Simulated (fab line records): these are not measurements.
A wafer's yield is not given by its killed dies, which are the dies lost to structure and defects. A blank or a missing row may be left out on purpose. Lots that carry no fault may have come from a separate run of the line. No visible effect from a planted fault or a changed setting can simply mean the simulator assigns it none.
A single fault, viewed from 2 desks    flow berkeleyCmos170    what lay behind the numbers comes last; until then each desk has only its own

== THE METROLOGY DESK ==
What the gauges read for every lot (on any tool): the sampled wafers with a number, averaged. Marked OUT: a lot whose mean sits more than 4 standard deviations from the usual mean, which makes it out of limits; the brackets give that distance.
Columns: A = cdNm at UCB170_NSD_CD_MEAS_06, usual 1200.1 nm; B = M1_OVL at UCB170_M1_OVL_MEAS_10, usual -1 nm; C = cdNm at UCB170_V1_CD_MEAS_90, usual 699.6 nm
lot   first seen here  A       B   C
L750  day 7 01:43      1198.2  0   700.3
L751  day 7 02:04      1201.4  -8  699.6
L755  day 8 03:45      1199.3  2   701.7
L759  day 8 15:52      1198.3  7   702.3
L758  day 8 15:59      1199.6  7   698.1
L760  day 9 17:44      1200.5  -1  697.6
L764  day 9 18:03      1201.1  3   698.6
L762  day 9 18:20      1198.9  -2  699.4
L766  day 9 18:52      1201.3  1   698.7
L767  day 10 04:44     1198.3  4   700.6
L768  day 10 04:53     1200.9  -2  699.1
L770  day 10 23:14     1200.1  2   701.6
L772  day 11 09:12     1202.3  -5  699.0
L773  day 11 20:02     1200.7  -6  702.2
This desk's verdict: no lot among the 14 shows anything out of limits.

== AT THE TOOL OWNER'S DESK: plasmaAsher-03 ==
The tool's own readings at UCB170_M1_STRIP_13 (strips in O2): means of the sampled wafers that have a number, for each lot that ran on this tool. Marked OUT: a lot whose mean sits more than 4 standard deviations from the usual mean, which makes it out of limits; the brackets give that distance.
Columns: A = drypumpMotorCurrentA at UCB170_M1_STRIP_13, usual 5.9 A; B = o2FlowSccm at UCB170_M1_STRIP_13, usual 399.9 sccm; C = oesProductAu at UCB170_M1_STRIP_13, usual 0.720 a.u.
lot   first seen here  A    B                C
L750  day 7 10:07      6.1  400.7            0.722
L759  day 9 01:32      6.1  479.2 (+61) OUT  0.732
L758  day 9 03:48      6.1  479.5 (+61) OUT  0.732
L772  day 11 17:37     6.2  400.3            0.724
L773  day 12 08:14     6.2  400.1            0.721
This desk's finding: out of limits on L758, L759; first on L759, day 9 01:32 (o2FlowSccm at UCB170_M1_STRIP_13). In limits: L750, L772, L773.

== PUT TOGETHER ==
The tool owner's desk could have raised an alarm at day 9 01:32, on L758, L759.
Nothing out of limits was seen by the metrology desk.
The metrology desk holds a record of L758, L759, inside its limits.
The lots listed all ran UCB170_M1_STRIP_13 on plasmaAsher-03.

== WHAT WAS PUT IN BY THE SIMULATOR ==
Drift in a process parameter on plasmaAsher-03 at UCB170_M1_STRIP_13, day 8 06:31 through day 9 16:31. Setting o2FlowSccm, moved by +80, from 400. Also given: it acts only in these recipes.
Struck lots among those shown: L758, L759.
Each desk's first reading out of limits, in hours after the fault started: the tool owner's desk, 19.
